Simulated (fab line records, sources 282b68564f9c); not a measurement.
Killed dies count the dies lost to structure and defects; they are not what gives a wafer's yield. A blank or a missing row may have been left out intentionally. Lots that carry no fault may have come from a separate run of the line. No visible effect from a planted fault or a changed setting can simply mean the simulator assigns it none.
fab line records | flow rit-cmos
record lots=5 wafers=15 last-day=7
route steps=202 shown PWELL@44 WELLDRIVE@50 NWELL@51 NRETRO@53 PRETRO@64 GATE@75
lots untouched by any fault: they come from a run of this same line in which no faults occurred
start-h: start of the lot's first displayed wafer, in hours after the record's first day | wait-h: hours elapsed since this lot's preceding step | " identical to the entry in the row above | L1.1+2: a single row standing in for several wafers | - value missing, or start not given | * or withheld: withheld | < > ~ a bound
route shown NAME@n: NAME is a module with steps in the file, n the number in the route of the first one | usual: mean and standard deviation over wafers with no fault | same: alike in all rows | chamber/n: place in a boat | sites: each site's reading | _std_site: the values' standard deviation | _edge_site: outer sites' mean less inner sites' | radius-mm: for every site, how far away it sits from the centre of the wafer | mask NAME#n: copy n | behind: tool/chamber where the wafer was last shaped | hold: the reason the lot was held/the length of the hold in hours/how it ended | device: names the non-switching transistor (n, p or np) | end of line: tests run on the same wafers once the route is complete | a step with no rows: only its recipe | killed: dies lost to structure and defects at the first sort, not the wafer's yield | map: per-die view of a wafer (x killed, . not killed, _ where there is no die)
set.NAME: the run value of the setting; set.NAME@STEP: its run value at that earlier step | model.NAME: the simulator's own value behind a step, which no gauge read
a table for each step, a row for each wafer; lots at some steps of the route
services: the hour from which a tool's chamber was out of use, counted from the record's first day as start-h (under 0 if before that day), plus the number of hours and why
## steps
# step RIT_PWELL_DEVELOP_05
# recipe resist=NOVOLAK develop-time-s=70.64 dev-temp-c=23
# step RIT_PWELL_OVL_MEAS_06
# usual PWELL_OVL=-0.9/1.2
# columns lot.wafer tool chamber start-h wait-h PWELL_OVL[nm]
L327.2 overlay-02 - 58.09 - 0.2
L327.4 " - " " 1.1
L327.6 " - " " -1.6
L337.2 overlay-02 - 107.75 - -2.0
L337.5 " - " " 0.3
L337.6 " - " " -1.3
L338.2 overlay-01 - 113.98 - -1.1
L338.3 " - " " 0.0
L338.5 " - " " -1.2
L340.4 overlay-01 - 127.48 - -1.8
L340.5 " - " " -1.3
L340.6 " - " " -3.4
L342.1 overlay-02 - 134.51 - -0.5
L342.2 " - " " -1.3
L342.4 " - " " 2.5
# step RIT_PWELL_HARDBAKE_07
# recipe resist=NOVOLAK temp-c=140 time-s=120
# step RIT_PWELL_IMPLANT_08
# recipe species=B energy-kev=170 dose-cm2=7e+13 tilt-deg=7
# step RIT_PWELL_STRIP_09
# recipe chemistry=O2 time-s=180 resist=NOVOLAK platen-temp-c=withheld power-w=500 pressure-mtorr=4000 o2-flow-sccm=4000
# usual chamber-pressure-mTorr=4000/3.6 drypump-motor-current-A=5.6/0.38
# columns lot.wafer tool chamber start-h wait-h chamber-pressure-mTorr drypump-motor-current-A rf-hours-counter-h
L327.2 plasma-asher-02 0 58.52 0.1 3999 5.6 26
L327.4 " 0 " " 3999 5.6 -
L327.6 " 0 " " 3997 5.6 -
L337.2 plasma-asher-01 0 108.18 0.1 3994 5.1 48
L337.5 " 0 " " 3991 5.1 -
L337.6 " 1 " " 4005 5.9 -
L338.2 plasma-asher-02 0 114.41 0.1 4007 5.6 31
L338.3 " 1 " " 3995 5.7 -
L338.5 " 0 " " 4002 5.6 -
L340.4 plasma-asher-04 0 127.95 0.1 3997 5.0 -
L340.5 " 1 " " 4002 6.1 -
L340.6 " 0 " " 4002 4.9 -
L342.1 plasma-asher-02 0 134.95 0.1 4001 5.6 33
L342.2 " 1 " " 3998 5.7 33
L342.4 " 1 " " 3999 5.7 -
# step RIT_PWELL_TW_MEAS_10
# usual PWELL_TW=948/8.8
# columns lot.wafer tool chamber start-h wait-h PWELL_TW
L327.2 film-metro-04 - 58.71 0.1 960
L327.4 " - " " 960
L327.6 " - " " 961
L337.2 film-metro-03 - 108.37 0.1 931
L337.5 " - " " 932
L337.6 " - " " 934
L338.2 film-metro-04 - 114.59 0.1 957
L338.3 " - " " 957
L338.5 " - " " 958
L340.4 film-metro-02 - 128.10 0.1 950
L340.5 " - " " 945
L340.6 " - " " 945
L342.1 film-metro-03 - 135.12 0.1 939
L342.2 " - " " 933
L342.4 " - " " 932
# step RIT_WELLDRIVE_ANNEAL_00
# recipe temp-c=1100 time-s=14700 ambient=N2
# step RIT_WELLDRIVE_RS_MEAS_01
# recipe thk-meas-gauge=four-point-probe
# usual NWELL_RS=278.6/0.78
# columns lot.wafer tool chamber start-h wait-h NWELL_RS[ohm/sq]
L327.2 film-metro-03 - 63.86 0.0 276.7
L327.4 " - " " 277.9
L327.6 " - " " 276.8
L337.2 film-metro-03 - 114.18 0.0 278.6
L337.5 " - " " 278.8
L337.6 " - " " 278.4
L338.2 film-metro-02 - 121.58 0.0 279.6
L338.3 " - " " 279.8
L338.5 " - " " 280.0
L340.4 film-metro-04 - 133.27 0.1 278.8
L340.5 " - " " 278.2
L340.6 " - " " 278.0
L342.1 film-metro-04 - 140.66 0.0 279.1
L342.2 " - " " 279.7
L342.4 " - " " 280.0
# step RIT_WELLDRIVE_RS_MEAS_02
# recipe thk-meas-gauge=four-point-probe
# usual PWELL_RS=429.7/1.3
# columns lot.wafer tool chamber start-h wait-h PWELL_RS[ohm/sq]
L327.2 film-metro-03 - 63.98 0.1 427.9
L327.4 " - " " 428.1
L327.6 " - " " 427.1
L337.2 film-metro-03 - 114.30 0.1 428.8
L337.5 " - " " 429.3
L337.6 " - " " 429.3
L338.2 film-metro-02 - 121.70 0.1 430.7
L338.3 " - " " 432.0
L338.5 " - " " 432.0
L340.4 film-metro-04 - 133.39 0.1 429.8
L340.5 " - " " 430.4
L340.6 " - " " 430.4
L342.1 film-metro-04 - 140.78 0.1 428.8
L342.2 " - " " 427.8
L342.4 " - " " 429.2
# step RIT_NRETRO_HMDS_00
# recipe prime-time-s=60 prime-temp-c=140
# step RIT_NRETRO_COAT_01
# recipe resist=NOVOLAK spin-rpm=2000 resist-thk-nm=1300
# step RIT_NRETRO_SOFTBAKE_02
# recipe resist=NOVOLAK temp-c=90 time-s=60
# step RIT_NRETRO_EXPOSE_03
# recipe mask-id=M4 na=0.57 target-cd-nm=43900 dose-mj=250
# usual reticle-temp-C=23.01/0.092
# columns lot.wafer tool chamber start-h wait-h mask reticle-temp-C
L327.2 iline-stepper-02 0 64.55 0.1 M5#0 23.23
L327.4 " 0 " " M5#0 23.05
L327.6 " 0 " " M5#0 23.04
L337.2 iline-stepper-01 0 114.87 0.1 M4#0 23.12
L337.5 " 0 " " M4#0 23.03
L337.6 " 0 " " M4#0 22.93
L338.2 iline-stepper-01 0 122.27 0.1 M4#0 23.07
L338.3 " 0 " " M4#0 23.06
L338.5 " 0 " " M4#0 22.86
L340.4 iline-stepper-01 0 133.96 0.1 M4#0 23.17
L340.5 " 0 " " M4#0 23.15
L340.6 " 0 " " M4#0 22.88
L342.1 iline-stepper-02 0 141.47 0.1 M4#0 23.01
L342.2 " 0 " " M4#0 22.92
L342.4 " 0 " " M4#0 22.87
# step RIT_NRETRO_PEB_04
# recipe resist=NOVOLAK temp-c=withheld time-s=withheld
# step RIT_NRETRO_DEVELOP_05
# recipe resist=NOVOLAK develop-time-s=69.49 dev-temp-c=23
# step RIT_NRETRO_OVL_MEAS_06
# usual NRETRO_OVL=-0.7/1.5
# columns lot.wafer tool chamber start-h wait-h NRETRO_OVL[nm]
L327.2 overlay-02 - 64.97 - -
L327.4 " - " " -
L327.6 " - " " -
L337.2 overlay-02 - 115.29 - -0.7
L337.5 " - " " -1.5
L337.6 " - " " 0.0
L338.2 overlay-02 - 122.69 - -2.3
L338.3 " - " " -3.3
L338.5 " - " " -2.4
L340.4 overlay-01 - 134.35 - -0.8
L340.5 " - " " -2.4
L340.6 " - " " -1.6
L342.1 overlay-02 - 142.03 - 1.5
L342.2 " - " " 0.1
L342.4 " - " " -1.5
# step RIT_NRETRO_HARDBAKE_07
# recipe resist=NOVOLAK temp-c=140 time-s=120
# step RIT_NRETRO_IMPLANT_08
# recipe species=P energy-kev=70 dose-cm2=1e+13 tilt-deg=7
# step RIT_NRETRO_STRIP_09
# recipe chemistry=O2 time-s=180 resist=NOVOLAK platen-temp-c=withheld power-w=500 pressure-mtorr=4000 o2-flow-sccm=4000
# usual chamber-pressure-mTorr=4000/3.8 drypump-motor-current-A=5.6/0.38
# columns lot.wafer tool chamber start-h wait-h chamber-pressure-mTorr drypump-motor-current-A rf-hours-counter-h
L327.2 plasma-asher-04 1 65.40 0.1 3998 6.1 43
L327.4 " 0 " " 4002 5.0 -
L327.6 " 1 " " 4004 6.1 -
L337.2 plasma-asher-02 0 115.72 0.1 4007 5.6 31
L337.5 " 1 " " 4002 5.7 -
L337.6 " 0 " " 4007 5.6 -
L338.2 plasma-asher-03 0 123.12 0.1 3997 5.0 0
L338.3 " 0 " " 3991 5.0 -
L338.5 " 0 " " 3999 5.0 -
L340.4 plasma-asher-04 0 134.83 0.1 3999 5.0 -
L340.5 " 0 " " 4002 5.0 -
L340.6 " 1 " " 4001 6.1 -
L342.1 plasma-asher-02 1 142.46 0.1 4001 5.7 34
L342.2 " 0 " " 3994 5.6 34
L342.4 " 1 " " 4001 5.7 -
# step RIT_NRETRO_TW_MEAS_10
# usual NRETRO_TW=1055/6.8
# columns lot.wafer tool chamber start-h wait-h NRETRO_TW
L327.2 film-metro-04 - 65.58 0.1 30
L327.4 " - " " 30
L327.6 " - " " 30
L337.2 film-metro-04 - 115.90 0.1 1059
L337.5 " - " " 1056
L337.6 " - " " 1061
L338.2 film-metro-01 - 123.30 0.1 1065
L338.3 " - " " 1058
L338.5 " - " " 1065
L340.4 film-metro-01 - 134.98 0.1 1062
L340.5 " - " " 1064
L340.6 " - " " 1056
L342.1 film-metro-04 - 142.64 0.1 1052
L342.2 " - " " 1050
L342.4 " - " " 1049
# step RIT_PRETRO_HMDS_00
# recipe prime-time-s=60 prime-temp-c=140
# step RIT_PRETRO_COAT_01
# recipe resist=NOVOLAK spin-rpm=2000 resist-thk-nm=1300
# step RIT_PRETRO_SOFTBAKE_02
# recipe resist=NOVOLAK temp-c=90 time-s=60
# step RIT_PRETRO_EXPOSE_03
# recipe mask-id=M5 na=0.57 target-cd-nm=43700 dose-mj=250
# step RIT_PRETRO_PEB_04
# recipe resist=NOVOLAK temp-c=withheld time-s=withheld
# step RIT_PRETRO_DEVELOP_05
# recipe resist=NOVOLAK develop-time-s=68 dev-temp-c=23
# step RIT_PRETRO_OVL_MEAS_06
# usual PRETRO_OVL=0.4/1.3
# columns lot.wafer tool chamber start-h wait-h PRETRO_OVL[nm]
L327.2 overlay-01 - 66.52 - -0.1
L327.4 " - " " 0.3
L327.6 " - " " 2.3
L337.2 overlay-02 - 116.84 - 0.0
L337.5 " - " " 0.5
L337.6 " - " " -0.8
L338.2 overlay-01 - 124.36 - 0.4
L338.3 " - " " 1.8
L338.5 " - " " -0.7
L340.4 overlay-01 - 135.90 - 1.6
L340.5 " - " " 2.1
L340.6 " - " " 3.4
L342.1 overlay-01 - 143.70 - 0.7
L342.2 " - " " 0.3
L342.4 " - " " 0.1
# step RIT_PRETRO_HARDBAKE_07
# recipe resist=NOVOLAK temp-c=140 time-s=120
# step RIT_PRETRO_IMPLANT_08
# recipe species=B energy-kev=45 dose-cm2=1.226e+13 tilt-deg=7
# step RIT_PRETRO_STRIP_09
# recipe chemistry=O2 time-s=180 resist=NOVOLAK platen-temp-c=withheld power-w=500 pressure-mtorr=4000 o2-flow-sccm=4000
# usual chamber-pressure-mTorr=4000/3.4 drypump-motor-current-A=5.5/0.48
# columns lot.wafer tool chamber start-h wait-h chamber-pressure-mTorr drypump-motor-current-A rf-hours-counter-h
L327.2 plasma-asher-01 1 66.95 0.1 3999 5.9 43
L327.4 " 0 " " 3998 5.1 -
L327.6 " 0 " " 4004 5.1 -
L337.2 plasma-asher-01 0 117.27 0.1 4000 5.1 49
L337.5 " 1 " " 4001 6.0 -
L337.6 " 0 " " 4004 5.1 -
L338.2 plasma-asher-03 0 124.79 0.1 3997 5.0 1
L338.3 " 1 " " 4008 6.0 -
L338.5 " 1 " " 4000 6.0 -
L340.4 plasma-asher-04 0 136.38 0.1 3999 4.9 -
L340.5 " 1 " " 3998 6.1 -
L340.6 " 0 " " 3994 4.9 -
L342.1 plasma-asher-03 1 144.14 0.1 3998 6.0 1
L342.2 " 0 " " 3999 5.0 1
L342.4 " 0 " " 3997 5.0 -
# step RIT_PRETRO_TW_MEAS_10
# usual PRETRO_TW=480/6.4
# columns lot.wafer tool chamber start-h wait-h PRETRO_TW
L327.2 film-metro-03 - 67.13 0.1 1058
L327.4 " - " " 1068
L327.6 " - " " 1058
L337.2 film-metro-03 - 117.45 0.1 473
L337.5 " - " " 471
L337.6 " - " " 473
L338.2 film-metro-03 - 124.98 0.1 471
L338.3 " - " " 469
L338.5 " - " " 471
L340.4 film-metro-01 - 136.53 0.1 484
L340.5 " - " " 482
L340.6 " - " " 479
L342.1 film-metro-04 - 144.32 0.1 483
L342.2 " - " " 482
L342.4 " - " " 485
# step RIT_GATE_WET_ETCH_00
# recipe chemistry=BOE target=SiO2 target-depth-nm=56 time-s=60 dry=n2-spin dilution=10:1 temp-c=21.5
## services
# columns tool chamber start-h hours kind
iline-stepper-02 - 63.48 0.7 repair
plasma-asher-02 - 86.70 8.5 repair
iline-stepper-01 0 96.05 - calibration
plasma-asher-02 - 108.22 1.9 repair
iline-stepper-02 - 108.39 1.7 pm
plasma-asher-03 - 108.75 9.0 pm
plasma-asher-03 0 108.75 9.0 vent-cycle
plasma-asher-03 1 108.75 9.0 vent-cycle
plasma-asher-01 - 115.41 1.7 repair
plasma-asher-03 0 117.75 - clean
plasma-asher-03 1 117.75 - clean
plasma-asher-04 - 119.81 1.1 repair
plasma-asher-03 - 129.50 4.1 repair
plasma-asher-03 - 135.38 6.6 repair
## key
first-sign step=RIT_NRETRO_EXPOSE_03 reading=mask direction=changed
effect step=RIT_NRETRO_OVL_MEAS_06 reading=NRETRO_OVL direction=missing
effect step=RIT_NRETRO_TW_MEAS_10 reading=NRETRO_TW direction=down sigmas=99+ usual=1055 struck=30
effect step=RIT_PRETRO_TW_MEAS_10 reading=PRETRO_TW direction=up sigmas=91 usual=480 struck=1061
met-at RIT_NRETRO_EXPOSE_03
struck-wafers L327.2,L327.4,L327.6
sort-left-out L327.2,L327.4,L327.6
tester-left-out L327
fault kind=wrong-mask tool=any chamber=- onset-h=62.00 steps=RIT_NRETRO_EXPOSE_03 aux-copy=M5#0 scope=struck-lots-only
# tester-left-out: of these lots the tester's yield and bins aren't shown, on N5 and GAA mostly nor the transistor test; their killed dies are dies lost to structure and defects alone, not to doping, threshold or leakage, so they don't give the yield
# sort-left-out: the simulated sort isn't trusted on such a fault, so these wafers' sort isn't shown, and their yield isn't known
